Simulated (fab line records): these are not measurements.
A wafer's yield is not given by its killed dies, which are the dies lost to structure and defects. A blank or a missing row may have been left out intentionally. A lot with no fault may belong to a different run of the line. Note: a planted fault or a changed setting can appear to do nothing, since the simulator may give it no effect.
Comparing a struck lot with a sound one | flow berkeleyCmos170 | 17 steps out of a route of 331
Sound: the wafers L700.1, L700.2, L700.6. Wafers L706.1, L706.4, L706.6 were the ones struck. The cause is given at the end.
Per side, at each step with rows, come the tool, then ch with its chambers, and then its first start. Under that, the readings that differ: sound wafers | struck wafers | difference of the means | sigmas: that difference in standard deviations of wafers without a fault.
alike: words and numbers the same on both sides, and readings whose means are apart by under 2 such deviations; not compared: readings that were withheld, readings missing a value for some wafer, numbers with overlapping values and no deviation given by the record, and bounds like >300 which may hide the same value.
The two part at a step that has a row with sigmas, a row that says differs or no value, or rows on one side only. Numbers that don't overlap but have no deviation are shown without sigmas and don't part them. A reading missing from all wafers of one side parts the sides only when that side holds two or more wafers.

first, 1 step without rows for these wafers: UCB170_M3_SOFTBAKE_06 (time 60 s).
UCB170_M3_STRIP_07: strips in O2.
  sound on plasmaAsher-01 ch 0,1, day 8 22:29; struck on plasmaAsher-03 ch 0,1, day 9 23:50
  alike: drypumpMotorCurrentA, oesProductAu, stripTimeToEndpointS
  not compared: rfHoursCounterH
then, 7 steps without rows for these wafers: UCB170_M3_STRIP_08 (strips KrF in DMSO, time 600 s); UCB170_M3_COAT_09; UCB170_M3_COAT_10 (resist thk 900 nm); UCB170_M3_SOFTBAKE_11 (time 60 s); UCB170_M3_EXPOSE_12 (exposes mask METAL3, target cd 700 nm); UCB170_M3_PEB_13; UCB170_M3_DEVELOP_14 (develop time 45.91 s).
UCB170_M3_CD_MEAS_15 targets a cd of 700 nm.
  sound on cdSem-02 at day 9 00:13; struck on cdSem-01 at day 10 01:09
  alike: cdNm
UCB170_M3_OVL_MEAS_16:
  sound on overlay-01 at day 9 00:20; struck on overlay-01 at day 10 01:16
  alike: M3_OVL
UCB170_M3_ETCH_17: etches BARC in N2/H2.
  sound on rieDiel-01 ch 0,1,3, day 9 00:22; struck on rieDiel-01 ch 2,3, day 10 01:19
  alike: drypumpMotorCurrentA, oesProductAu, rfFwdPowerW, throttleValvePct
UCB170_M3_METAL_ETCH_18: etches Al in Cl2/BCl3, stops on SiO2, target depth 1170 nm, time 195 s.
  sound on rieMetal-02 ch 0,1, day 9 00:25; struck on rieMetal-02 ch 0, day 10 01:21
reading                            | sound             | struck            | difference | sigmas
oesProductAu (a.u.)                | 0.884 0.842 0.852 | 0.812 0.806 0.810 | -0.050     | -4
rfFwdPowerW (W)                    | 596.2 600.1 599.4 | 357.3 360.7 361.0 | -238.9     | -99 or more
model.KrF_of_M3_COAT_10.thkNm (nm) | 199.1 190.5 195.6 | 445.7 446.6 445.2 | +250.8     | 
model.M3.featureDepthNm (nm)       | 963.6 950.8 958.5 | 769.8 772.2 766.6 | -188.1     | 
model.etch.depthNm (nm)            | 906 893.2 901.5   | 769.8 772.2 766.6 | -130.7     | 
  alike: drypumpMotorCurrentA, throttleValvePct
  not compared: rfHoursCounterH
UCB170_M3_STRIP_19: strips in O2.
  sound on plasmaAsher-02 ch 0,1, day 9 00:36; struck on plasmaAsher-03 ch 0,1, day 10 01:44
reading             | sound             | struck            | difference | sigmas
oesProductAu (a.u.) | 0.531 0.518 0.521 | 0.716 0.722 0.722 | +0.197     | +9
  alike: drypumpMotorCurrentA
  not compared: rfHoursCounterH
UCB170_M3_CD_MEAS_90 targets a cd of 700 nm.
  sound on cdSem-02 at day 9 00:42; struck on cdSem-01 at day 10 01:50
reading   | sound       | struck      | difference | sigmas
cdNm (nm) | 708 711 711 | 725 726 723 | +15        | +3
UCB170_M3_BOW_MEAS_20:
  sound on filmMetro-02 at day 9 00:49; struck on filmMetro-04 at day 10 01:57
  alike: M3_BOW
UCB170_M3_PROBE_99:
  sound on prober-01 at day 9 00:56; struck on prober-01 at day 10 02:04
reading                         | sound | struck | difference | sigmas
model.etest.antennaM2.short     | 0 0   | 1 1    | +1         | 
model.etest.antennaM3.short     | 0 0   | 1 1    | +1         | 
model.etest.antennaM2.overLimit | 0 0   | 1 1    | +1         | 
model.etest.antennaM3.overLimit | 0 0   | 1 1    | +1         | 

## WHERE THEY PART
First at UCB170_M3_METAL_ETCH_18; last, within this record, at UCB170_M3_CD_MEAS_90. Later steps at which nothing parts them and some readings are alike: UCB170_M3_BOW_MEAS_20.

WHY: what the simulator had put in
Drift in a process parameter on rieMetal-02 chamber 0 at UCB170_M3_METAL_ETCH_18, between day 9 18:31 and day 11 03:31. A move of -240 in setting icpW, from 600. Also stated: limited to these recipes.
